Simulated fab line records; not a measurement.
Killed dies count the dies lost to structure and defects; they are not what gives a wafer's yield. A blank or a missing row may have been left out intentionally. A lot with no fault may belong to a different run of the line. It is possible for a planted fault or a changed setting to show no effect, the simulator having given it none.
Which tool was responsible? + flow ritCmos + 21 wafers from 7 lots sampled at 2 of the route's 202 steps

## WHAT THE GAUGES READ, wafer by wafer
RIT_SDANNEAL_RS_MEAS_04: the measuring method here is four-point-probe.
| lot  | measured    | on           | PSD_RS (ohm/sq)      |
|------|-------------|--------------|----------------------|
| L945 | day 3 15:55 | filmMetro-03 | 115.98 116.03 116.22 |
| L947 | day 4 05:30 | filmMetro-01 | 115.87 115.81 115.71 |
| L950 | day 4 17:35 | filmMetro-01 | 116.21 115.87 115.91 |
| L952 | day 5 05:20 | filmMetro-04 | 115.86 116.01 115.39 |
| L957 | day 6 13:53 | filmMetro-03 | 116.02 115.97 115.79 |
| L963 | day 7 21:53 | filmMetro-01 | 109.66 109.87 109.65 |
| L965 | day 8 15:54 | filmMetro-01 | 116.16 115.82 116.33 |

## WHAT TOOL EACH LOT RAN ON (gives the tool, then ch and the chambers of the sampled wafers, and finally the start)
| lot  | RIT_PSD_IMPLANT_08             |
|------|--------------------------------|
| L945 | implanter-03 ch 0, day 3 15:07 |
| L947 | implanter-03 ch 0, day 4 04:41 |
| L950 | implanter-03 ch 0, day 4 16:46 |
| L952 | implanter-04 ch 0, day 5 04:31 |
| L957 | implanter-04 ch 0, day 6 13:04 |
| L963 | implanter-04 ch 0, day 7 21:05 |
| L965 | implanter-01 ch 0, day 8 15:05 |
- RIT_PSD_IMPLANT_08

## THE ANSWER, worked out from the rows above alone
Rule: what is usual is taken from the lots themselves. Put in order of their means at a reading, lots are off if they are a third of the lots or fewer, leave a main group of 4 or more, and stand apart from it by a gap of 3 or more times the standard deviation of the main group's means; of several such gaps the widest counts. A main group is skipped when, at the precision printed for the reading in the tables above, its means are all equal. Also off: a lot with no number at a reading for which 4 or more lots have one. Any other lot the step has rows for is counted as sound.
Off: at RIT_SDANNEAL_RS_MEAS_04 (PSD_RS), L963. Mean 115.94 ohm/sq and standard deviation 0.13 in the main group.
A tool fits if, at a process step before that reading, it ran every lot that is off, and no sound lot after the first of them. Gauges at RIT_SDANNEAL_RS_MEAS_04: tried the same way as those tools. One candidate fits, namely implanter-04 at RIT_PSD_IMPLANT_08. Its last sound lot is L957 (day 6 13:04), its first lot that is off L963 (day 7 21:05): a fault that began between those two fits.

## WHAT THE SIMULATOR PUT IN
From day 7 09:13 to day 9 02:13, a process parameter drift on implanter-04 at RIT_PSD_IMPLANT_08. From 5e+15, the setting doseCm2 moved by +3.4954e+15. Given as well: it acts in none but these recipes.
Shown lots that were struck: L963. The rule given above showed the same thing.
